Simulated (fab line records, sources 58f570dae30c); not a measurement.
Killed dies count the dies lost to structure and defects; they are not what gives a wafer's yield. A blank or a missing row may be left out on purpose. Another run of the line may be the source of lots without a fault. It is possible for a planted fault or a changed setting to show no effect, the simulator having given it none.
Which tool was responsible? || flow berkeley_cmos170 || Sampling: 14 lots, 42 wafers, 6 of 331 route steps

WHAT EACH GAUGE READ, for each wafer
UCB170_NSD_OVL_MEAS_07. Usual: NSD_OVL gives 0 nm (standard deviation 5.8).
{"lot": "L138", "measured": "day 8 03:52", "on": "overlay-01", "NSD_OVL (nm)": "4 -1 -4", "flag": ""}
{"lot": "L139", "measured": "day 8 11:42", "on": "overlay-01", "NSD_OVL (nm)": "-5 1 -4", "flag": ""}
{"lot": "L140", "measured": "day 8 12:10", "on": "overlay-01", "NSD_OVL (nm)": "5 14 -1", "flag": ""}
{"lot": "L141", "measured": "day 8 19:46", "on": "overlay-01", "NSD_OVL (nm)": "7 4 0", "flag": ""}
{"lot": "L144", "measured": "day 8 19:49", "on": "overlay-02", "NSD_OVL (nm)": "2 -4 -4", "flag": ""}
{"lot": "L142", "measured": "day 8 20:13", "on": "overlay-02", "NSD_OVL (nm)": "3 0 10", "flag": ""}
{"lot": "L145", "measured": "day 9 23:53", "on": "overlay-01", "NSD_OVL (nm)": "-4 -10 2", "flag": ""}
{"lot": "L149", "measured": "day 10 13:25", "on": "overlay-01", "NSD_OVL (nm)": "-2 3 2", "flag": ""}
{"lot": "L152", "measured": "day 10 16:37", "on": "overlay-02", "NSD_OVL (nm)": "-2 -4 -3", "flag": ""}
{"lot": "L157", "measured": "day 11 19:46", "on": "overlay-02", "NSD_OVL (nm)": "-8 -4 -3", "flag": ""}
{"lot": "L158", "measured": "day 11 20:02", "on": "overlay-02", "NSD_OVL (nm)": "-11 1 -8", "flag": ""}
{"lot": "L159", "measured": "day 12 09:55", "on": "overlay-02", "NSD_OVL (nm)": "2 12 8", "flag": ""}
{"lot": "L160", "measured": "day 12 10:01", "on": "overlay-01", "NSD_OVL (nm)": "0 0 9", "flag": ""}
{"lot": "L161", "measured": "day 12 20:13", "on": "overlay-01", "NSD_OVL (nm)": "-3 9 -5", "flag": ""}

UCB170_SILICIDE_RS_MEAS_02: uses a four-point probe to measure. Usual: SILICIDE_TI_RS gives 26.4 ohm/sq (standard deviation 0.41).
{"lot": "L138", "measured": "day 8 06:23", "on": "film_metro-02", "SILICIDE_TI_RS (ohm/sq)": "26.9 26.9 27.3", "flag": ""}
{"lot": "L139", "measured": "day 8 14:03", "on": "film_metro-03", "SILICIDE_TI_RS (ohm/sq)": "27.0 27.2 26.7", "flag": ""}
{"lot": "L140", "measured": "day 8 14:32", "on": "film_metro-02", "SILICIDE_TI_RS (ohm/sq)": "25.7 26.2 26.2", "flag": ""}
{"lot": "L141", "measured": "day 8 21:47", "on": "film_metro-01", "SILICIDE_TI_RS (ohm/sq)": "26.4 26.1 25.8", "flag": ""}
{"lot": "L144", "measured": "day 8 21:58", "on": "film_metro-01", "SILICIDE_TI_RS (ohm/sq)": "25.3 26.3 26.0", "flag": ""}
{"lot": "L142", "measured": "day 8 22:17", "on": "film_metro-02", "SILICIDE_TI_RS (ohm/sq)": "26.0 26.0 26.3", "flag": ""}
{"lot": "L145", "measured": "day 10 02:43", "on": "film_metro-01", "SILICIDE_TI_RS (ohm/sq)": "26.9 26.4 26.9", "flag": ""}
{"lot": "L149", "measured": "day 10 16:08", "on": "film_metro-02", "SILICIDE_TI_RS (ohm/sq)": "26.7 26.3 26.3", "flag": ""}
{"lot": "L152", "measured": "day 10 18:35", "on": "film_metro-03", "SILICIDE_TI_RS (ohm/sq)": "26.3 25.9 26.4", "flag": ""}
{"lot": "L157", "measured": "day 11 23:08", "on": "film_metro-02", "SILICIDE_TI_RS (ohm/sq)": "- - - - - -", "flag": "OFF"}
{"lot": "L158", "measured": "day 11 22:59", "on": "film_metro-03", "SILICIDE_TI_RS (ohm/sq)": "- - - - - -", "flag": "OFF"}
{"lot": "L159", "measured": "day 12 12:41", "on": "film_metro-02", "SILICIDE_TI_RS (ohm/sq)": "26.2 26.4 26.5", "flag": ""}
{"lot": "L160", "measured": "day 12 12:40", "on": "film_metro-01", "SILICIDE_TI_RS (ohm/sq)": "26.5 26.1 26.2", "flag": ""}
{"lot": "L161", "measured": "day 12 22:52", "on": "film_metro-01", "SILICIDE_TI_RS (ohm/sq)": "26.8 26.7 26.8", "flag": ""}

UCB170_SILICIDE_THK_MEAS_03: measures by xrf. Usual: SILICIDE_TI_THK gives 30.2 nm (standard deviation 0.43).
{"lot": "L138", "measured": "day 8 06:29", "on": "film_metro-02", "SILICIDE_TI_THK (nm)": "29.5 29.5 29.1", "flag": ""}
{"lot": "L139", "measured": "day 8 14:10", "on": "film_metro-03", "SILICIDE_TI_THK (nm)": "29.4 29.3 29.8", "flag": ""}
{"lot": "L140", "measured": "day 8 14:38", "on": "film_metro-02", "SILICIDE_TI_THK (nm)": "30.6 30.1 30.3", "flag": ""}
{"lot": "L141", "measured": "day 8 21:55", "on": "film_metro-01", "SILICIDE_TI_THK (nm)": "30.4 30.5 30.7", "flag": ""}
{"lot": "L144", "measured": "day 8 22:05", "on": "film_metro-01", "SILICIDE_TI_THK (nm)": "31.4 30.3 30.6", "flag": ""}
{"lot": "L142", "measured": "day 8 22:23", "on": "film_metro-02", "SILICIDE_TI_THK (nm)": "30.3 30.4 30.1", "flag": ""}
{"lot": "L145", "measured": "day 10 02:49", "on": "film_metro-01", "SILICIDE_TI_THK (nm)": "30.0 30.4 30.0", "flag": ""}
{"lot": "L149", "measured": "day 10 16:16", "on": "film_metro-02", "SILICIDE_TI_THK (nm)": "29.9 30.5 30.3", "flag": ""}
{"lot": "L152", "measured": "day 10 18:42", "on": "film_metro-03", "SILICIDE_TI_THK (nm)": "30.1 30.5 30.0", "flag": ""}
{"lot": "L157", "measured": "day 12 04:23", "on": "film_metro-02", "SILICIDE_TI_THK (nm)": "<0.0 <0.0 <0.0 <0.0 <0.0 <0.0", "flag": "OFF"}
{"lot": "L158", "measured": "day 12 09:10", "on": "film_metro-03", "SILICIDE_TI_THK (nm)": "<0.0 <0.0 <0.0 <0.0 <0.0 <0.0", "flag": "OFF"}
{"lot": "L159", "measured": "day 12 12:47", "on": "film_metro-02", "SILICIDE_TI_THK (nm)": "30.2 30.0 29.8", "flag": ""}
{"lot": "L160", "measured": "day 12 12:47", "on": "film_metro-01", "SILICIDE_TI_THK (nm)": "30.0 30.4 30.3", "flag": ""}
{"lot": "L161", "measured": "day 12 22:59", "on": "film_metro-01", "SILICIDE_TI_THK (nm)": "29.8 29.7 29.8", "flag": ""}

UCB170_V2_CD_MEAS_90 targets a cd of 700 nm. Usual: cd_nm reads 700.1 nm (standard deviation 1.7).
{"lot": "L138", "measured": "day 9 00:48", "on": "cd_sem-02", "cd_nm (nm)": "698.0 700.6 697.9", "flag": ""}
{"lot": "L139", "measured": "day 9 08:28", "on": "cd_sem-01", "cd_nm (nm)": "698.5 700.6 700.2", "flag": ""}
{"lot": "L140", "measured": "day 9 08:46", "on": "cd_sem-02", "cd_nm (nm)": "698.5 701.5 699.1", "flag": ""}
{"lot": "L141", "measured": "day 9 19:38", "on": "cd_sem-01", "cd_nm (nm)": "702.7 700.1 703.1", "flag": ""}
{"lot": "L144", "measured": "day 9 19:08", "on": "cd_sem-01", "cd_nm (nm)": "697.7 700.2 697.7", "flag": ""}
{"lot": "L142", "measured": "day 9 19:55", "on": "cd_sem-02", "cd_nm (nm)": "696.8 698.9 697.2", "flag": ""}
{"lot": "L145", "measured": "day 11 00:45", "on": "cd_sem-01", "cd_nm (nm)": "697.6 697.9 698.6", "flag": ""}
{"lot": "L149", "measured": "day 11 13:32", "on": "cd_sem-01", "cd_nm (nm)": "696.3 699.6 699.5", "flag": ""}
{"lot": "L152", "measured": "day 11 15:29", "on": "cd_sem-01", "cd_nm (nm)": "698.8 698.4 700.5", "flag": ""}
{"lot": "L159", "measured": "day 13 10:05", "on": "cd_sem-01", "cd_nm (nm)": "699.9 700.5 700.0", "flag": ""}
{"lot": "L160", "measured": "day 13 09:59", "on": "cd_sem-02", "cd_nm (nm)": "701.2 699.3 697.3", "flag": ""}
{"lot": "L161", "measured": "day 13 16:24", "on": "cd_sem-02", "cd_nm (nm)": "700.3 701.5 700.4", "flag": ""}

TOOL THAT RAN EACH LOT (tool first, then ch and the chambers of the sampled wafers, then the start)
{"lot": "L138", "UCB170_SILICIDE_SPUTTER_01": "pvd_sputter-02, day 8 06:18", "UCB170_V1_CVD_00": "pecvd-03 ch 0,1,2, day 8 16:36"}
{"lot": "L139", "UCB170_SILICIDE_SPUTTER_01": "pvd_sputter-02, day 8 14:00", "UCB170_V1_CVD_00": "pecvd-04 ch 0,2, day 8 22:30"}
{"lot": "L140", "UCB170_SILICIDE_SPUTTER_01": "pvd_sputter-03, day 8 14:29", "UCB170_V1_CVD_00": "pecvd-03 ch 0,2, day 8 23:58"}
{"lot": "L141", "UCB170_SILICIDE_SPUTTER_01": "pvd_sputter-02, day 8 21:46", "UCB170_V1_CVD_00": "pecvd-01 ch 0,1, day 9 08:35"}
{"lot": "L144", "UCB170_SILICIDE_SPUTTER_01": "pvd_sputter-01, day 8 21:56", "UCB170_V1_CVD_00": "pecvd-04 ch 1,2, day 9 07:14"}
{"lot": "L142", "UCB170_SILICIDE_SPUTTER_01": "pvd_sputter-03, day 8 22:13", "UCB170_V1_CVD_00": "pecvd-04 ch 1,2, day 9 09:55"}
{"lot": "L145", "UCB170_SILICIDE_SPUTTER_01": "pvd_sputter-01, day 10 02:28", "UCB170_V1_CVD_00": "pecvd-04 ch 0,2, day 10 16:38"}
{"lot": "L149", "UCB170_SILICIDE_SPUTTER_01": "pvd_sputter-03, day 10 16:00", "UCB170_V1_CVD_00": "pecvd-01 ch 1,2, day 11 03:01"}
{"lot": "L152", "UCB170_SILICIDE_SPUTTER_01": "pvd_sputter-03, day 10 18:32", "UCB170_V1_CVD_00": "pecvd-03 ch 0,1, day 11 04:21"}
{"lot": "L157", "UCB170_SILICIDE_SPUTTER_01": "pvd_sputter-03, day 11 23:07", "UCB170_V1_CVD_00": "-"}
{"lot": "L158", "UCB170_SILICIDE_SPUTTER_01": "pvd_sputter-01, day 11 22:56", "UCB170_V1_CVD_00": "-"}
{"lot": "L159", "UCB170_SILICIDE_SPUTTER_01": "pvd_sputter-03, day 12 12:37", "UCB170_V1_CVD_00": "pecvd-03 ch 0,1, day 12 22:01"}
{"lot": "L160", "UCB170_SILICIDE_SPUTTER_01": "pvd_sputter-01, day 12 12:38", "UCB170_V1_CVD_00": "pecvd-01 ch 0,1,2, day 12 23:42"}
{"lot": "L161", "UCB170_SILICIDE_SPUTTER_01": "pvd_sputter-02, day 12 22:50", "UCB170_V1_CVD_00": "pecvd-04 ch 0,1,2, day 13 08:05"}
- UCB170_SILICIDE_SPUTTER_01: material Ti, target thk 30 nm, time 25 s.
- UCB170_V1_CVD_00: deposits SiO2 from TEOS/O2, target thk 2000 nm, time 250 s.

WHAT THE TOOLS THEMSELVES READ (means of the sampled wafers that have a number; where no wafer has one, the mark that the record gives instead)
UCB170_SILICIDE_SPUTTER_01. Usual: cathode_dc_power_W 1500.0 W, standard deviation 0.25; chamber_pressure_pa 0.5002 Pa, standard deviation 0.0011; throttle_valve_pct 29.8 %, standard deviation 1.2.
{"lot": "L138", "tool": "pvd_sputter-02", "cathode_dc_power_W (W)": 1500.0, "chamber_pressure_pa (Pa)": 0.5005, "throttle_valve_pct (%)": 29.2, "flag": ""}
{"lot": "L139", "tool": "pvd_sputter-02", "cathode_dc_power_W (W)": 1500.0, "chamber_pressure_pa (Pa)": 0.5002, "throttle_valve_pct (%)": 29.1, "flag": ""}
{"lot": "L140", "tool": "pvd_sputter-03", "cathode_dc_power_W (W)": 1500.0, "chamber_pressure_pa (Pa)": 0.4993, "throttle_valve_pct (%)": 30.2, "flag": ""}
{"lot": "L141", "tool": "pvd_sputter-02", "cathode_dc_power_W (W)": 1500.3, "chamber_pressure_pa (Pa)": 0.5008, "throttle_valve_pct (%)": 29.2, "flag": ""}
{"lot": "L144", "tool": "pvd_sputter-01", "cathode_dc_power_W (W)": 1500.2, "chamber_pressure_pa (Pa)": 0.5001, "throttle_valve_pct (%)": 29.6, "flag": ""}
{"lot": "L142", "tool": "pvd_sputter-03", "cathode_dc_power_W (W)": 1500.0, "chamber_pressure_pa (Pa)": 0.5000, "throttle_valve_pct (%)": 30.4, "flag": ""}
{"lot": "L145", "tool": "pvd_sputter-01", "cathode_dc_power_W (W)": 1500.0, "chamber_pressure_pa (Pa)": 0.4997, "throttle_valve_pct (%)": 29.4, "flag": ""}
{"lot": "L149", "tool": "pvd_sputter-03", "cathode_dc_power_W (W)": 1500.0, "chamber_pressure_pa (Pa)": 0.4999, "throttle_valve_pct (%)": 30.5, "flag": ""}
{"lot": "L152", "tool": "pvd_sputter-03", "cathode_dc_power_W (W)": 1500.0, "chamber_pressure_pa (Pa)": 0.5011, "throttle_valve_pct (%)": 30.5, "flag": ""}
{"lot": "L157", "tool": "pvd_sputter-03", "cathode_dc_power_W (W)": "-", "chamber_pressure_pa (Pa)": "-", "throttle_valve_pct (%)": "-", "flag": "OFF"}
{"lot": "L158", "tool": "pvd_sputter-01", "cathode_dc_power_W (W)": "-", "chamber_pressure_pa (Pa)": "-", "throttle_valve_pct (%)": "-", "flag": "OFF"}
{"lot": "L159", "tool": "pvd_sputter-03", "cathode_dc_power_W (W)": 1500.0, "chamber_pressure_pa (Pa)": 0.5006, "throttle_valve_pct (%)": 29.5, "flag": ""}
{"lot": "L160", "tool": "pvd_sputter-01", "cathode_dc_power_W (W)": 1499.9, "chamber_pressure_pa (Pa)": 0.5003, "throttle_valve_pct (%)": 29.5, "flag": ""}
{"lot": "L161", "tool": "pvd_sputter-02", "cathode_dc_power_W (W)": 1500.0, "chamber_pressure_pa (Pa)": 0.5002, "throttle_valve_pct (%)": 28.5, "flag": ""}

UCB170_V1_CVD_00. Usual: heater_power_w reads 261 W (standard deviation 61).
{"lot": "L138", "tool": "pecvd-03", "heater_power_w (W)": 289, "flag": ""}
{"lot": "L139", "tool": "pecvd-04", "heater_power_w (W)": 221, "flag": ""}
{"lot": "L140", "tool": "pecvd-03", "heater_power_w (W)": 355, "flag": ""}
{"lot": "L141", "tool": "pecvd-01", "heater_power_w (W)": 274, "flag": ""}
{"lot": "L144", "tool": "pecvd-04", "heater_power_w (W)": 260, "flag": ""}
{"lot": "L142", "tool": "pecvd-04", "heater_power_w (W)": 217, "flag": ""}
{"lot": "L145", "tool": "pecvd-04", "heater_power_w (W)": 223, "flag": ""}
{"lot": "L149", "tool": "pecvd-01", "heater_power_w (W)": 219, "flag": ""}
{"lot": "L152", "tool": "pecvd-03", "heater_power_w (W)": 314, "flag": ""}
{"lot": "L159", "tool": "pecvd-03", "heater_power_w (W)": 278, "flag": ""}
{"lot": "L160", "tool": "pecvd-01", "heater_power_w (W)": 215, "flag": ""}
{"lot": "L161", "tool": "pecvd-04", "heater_power_w (W)": 239, "flag": ""}

THE ANSWER, worked out from the rows above alone
Rule: lot off if the mean of its wafers having a number is beyond 3 standard deviations from the usual mean. Also off: a lot with no number at a reading for which 4 or more lots have one. Where the step has rows for the other lots, those lots are counted as sound. After the gauges, taken in route order, come the tools' own readings; for these a lot's mean is taken, as printed above. At the first step where some lot is off, the reading lying furthest off is the one used; lots without a number count as furthest.
Off: L157, L158, at UCB170_SILICIDE_RS_MEAS_02 (SILICIDE_TI_RS). Without a number there: L157, L158.
If a tool, at a process step before that reading, ran all the lots that are off and no sound lot after the first of them, it fits. Not tried: the gauges at UCB170_SILICIDE_RS_MEAS_02; whatever is off there is also off at UCB170_SILICIDE_SPUTTER_01, on other tools, and gauge error can't account for it. No candidate that was tried fits.

WHAT THE SIMULATOR HAD PUT IN
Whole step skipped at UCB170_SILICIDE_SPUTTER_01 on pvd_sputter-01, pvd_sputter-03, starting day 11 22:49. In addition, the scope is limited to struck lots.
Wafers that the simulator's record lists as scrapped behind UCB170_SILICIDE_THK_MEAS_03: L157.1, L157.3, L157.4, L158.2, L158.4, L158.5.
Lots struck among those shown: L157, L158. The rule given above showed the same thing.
